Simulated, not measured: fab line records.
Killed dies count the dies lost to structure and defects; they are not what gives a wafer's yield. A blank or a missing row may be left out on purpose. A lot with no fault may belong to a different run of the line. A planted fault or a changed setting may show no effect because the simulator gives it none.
Comparing a struck lot with a sound one || flow berkeleyCmos170 || 14 steps out of a route of 331
Sound: the wafers L482.1, L482.4, L482.6. Wafers L496.1, L496.3, L496.6 were the ones struck. The cause is named last.
Each step with rows lists, per side, the tool, then ch with its chambers, then its first start. Under that, the readings that differ: sound wafers || struck wafers || difference of the means || sigmas: that difference in standard deviations of wafers without a fault.
alike: readings whose means differ by less than 2 such deviations, and words and numbers that are the same on both sides. not compared: withheld readings, readings that some wafer has no value for, bounds like >300 that may hide the same value, and numbers for which the record gives no deviation and whose values overlap.
A row with sigmas, a row that says differs or no value, or rows on one side alone: a step with any of these is where the two part. Non-overlapping numbers with no deviation appear without sigmas and do not part them. A reading that every wafer of one side lacks parts them only if that side has two wafers or more.

UCB170_PVT_TW_MEAS_09:
  sound on filmMetro-02 at day 6 04:21; struck on filmMetro-02 at day 8 17:38
  alike: PVT_TW
then, 1 step without rows for these wafers: UCB170_GATE_WET_ETCH_00 (etches SiO2 in dHF, time 200 s).
UCB170_FIELD_THK_MEAS_91:
  sound on filmMetro-03 at day 6 04:29; struck on filmMetro-01 at day 8 17:53
  alike: FIELD_OXIDE_LEFT_2_THK
then, 1 step without rows for these wafers: UCB170_GATE_OXIDATION_01 (target thk 6.6 nm, ox time 1800 s).
UCB170_GATE_THK_MEAS_02:
  sound on filmMetro-02 at day 6 06:22; struck on filmMetro-04 at day 8 21:33
  alike: GATE_OXIDE_THK
then, 2 steps without rows for these wafers: UCB170_GATE_ANNEAL_03 (time 1800 s); UCB170_GATE_CVD_04 (deposits poly-Si from SiH4, time 1440 s, target thk 214 nm).
UCB170_GATE_THK_MEAS_05:
  sound on filmMetro-01 at day 6 11:55; struck on filmMetro-02 at day 9 02:41
  alike: GATE_POLY_THK
then, 4 steps without rows for these wafers: UCB170_GATE_COAT_06; UCB170_GATE_COAT_07 (resist thk 900 nm); UCB170_GATE_SOFTBAKE_08 (time 60 s); UCB170_GATE_EXPOSE_09 (exposes mask POLY, target cd 350 nm).
UCB170_GATE_PEB_10:
  struck on lithoTrack-01, day 9 04:27; sound on lithoTrack-01 ch 0, day 6 13:05
  no value came back on the struck wafers for chillPlateTempC (C), exhaustPa (Pa); on the sound wafers chillPlateTempC (C) reads 22.98 23.02 23.04
then, 1 step without rows for these wafers: UCB170_GATE_DEVELOP_11 (develop time 45 s).

## WHERE THEY PART
Only at UCB170_GATE_PEB_10, as far as this record shows.

WHY: whatever the simulator had introduced
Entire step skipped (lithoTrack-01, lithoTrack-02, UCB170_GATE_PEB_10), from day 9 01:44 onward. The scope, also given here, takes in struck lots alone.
